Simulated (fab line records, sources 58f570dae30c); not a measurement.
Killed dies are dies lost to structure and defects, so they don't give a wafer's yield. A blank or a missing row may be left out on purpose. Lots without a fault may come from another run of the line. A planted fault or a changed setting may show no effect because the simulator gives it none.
Problem report in the 8D (eight disciplines) form, filled by code | flow berkeley_cmos170 | the parts of the form that need people (team, actions taken, sign-off) are left out

1. THE PROBLEM
run_length_s at UCB170_M3_SOFTBAKE_11 reads a mean of 85.27 s on 9 wafers of 3 lots; wafers without a fault read 89.24 s with a standard deviation of 0.13. That is -31 standard deviations from the usual mean.
The step: time 60 s.
First seen on wafer L721.1, day 11 07:00, on litho_track-04. The record holds 45 wafers of 15 lots with a number at this step. Rule for "out", or "out of limits": more than 4 standard deviations from the usual mean. The other wafers with a number count as sound.

2. WHAT IT IS AND WHAT IT IS NOT
question                    | is                                 | is not
which readings at this step | run_length_s, heater_power_total_W | -
which lots                  | L721, L726, L727                   | L717, L718, L719, L720, L724, L728, L732, L733, L736, L737, L739, L740
which wafers of those lots  | all that have a number             | -
read on which tools         | litho_track-04                     | litho_track-01, litho_track-02
when                        | from day 11 07:00                  | up to then (12 sound wafers); but 24 sound wafers of L724, L728, L732, L733, L736, L737, L739, L740 came after

3. SUSPECTS, AND WHAT RULES EACH OUT
Counting: a tool at a process step up to the reading stays a suspect if it ran every lot that is out and no sound lot after the first of them.
- litho_track-04 at UCB170_M3_SOFTBAKE_11 (time 60 s): kept. It ran every lot that is out, first L721 (day 11 07:00), and no sound lot after that; its last sound lot up to then is L720 (day 10 11:00). Its own readings are out on those wafers: heater_power_total_W, run_length_s.
Left after counting: litho_track-04 at UCB170_M3_SOFTBAKE_11.

4. THE CAUSE (what the simulator had put in)
Process parameter drift: litho_track-04, from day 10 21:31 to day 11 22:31, at UCB170_M3_SOFTBAKE_11. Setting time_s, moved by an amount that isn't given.
Counting left only this tool.

5. THE CHAIN OF EFFECTS, in route order
Each row: a reading whose mean over the struck wafers that have a number lies more than 3 standard deviations from the usual. Only readings for which the record gives a usual standard deviation are gone through. hours: the time from each lot's start at the first step in this table that gives one to its start at this step, as a median over the lots. sigmas: the change in usual standard deviations.
hours | step                  | reading              | usual   | on struck wafers | change | sigmas
0     | UCB170_M3_SOFTBAKE_11 | heater_power_total_W | 56.80 W | 57.82            | +1.02  | +22
0     | UCB170_M3_SOFTBAKE_11 | run_length_s         | 89.24 s | 85.27            | -3.97  | -31
The process steps in it:
- UCB170_M3_SOFTBAKE_11: time 60 s.

6. WHAT WOULD HAVE CAUGHT IT SOONER
In this record the first reading out of limits was taken at day 11 07:00, 9 hours after the fault began at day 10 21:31.
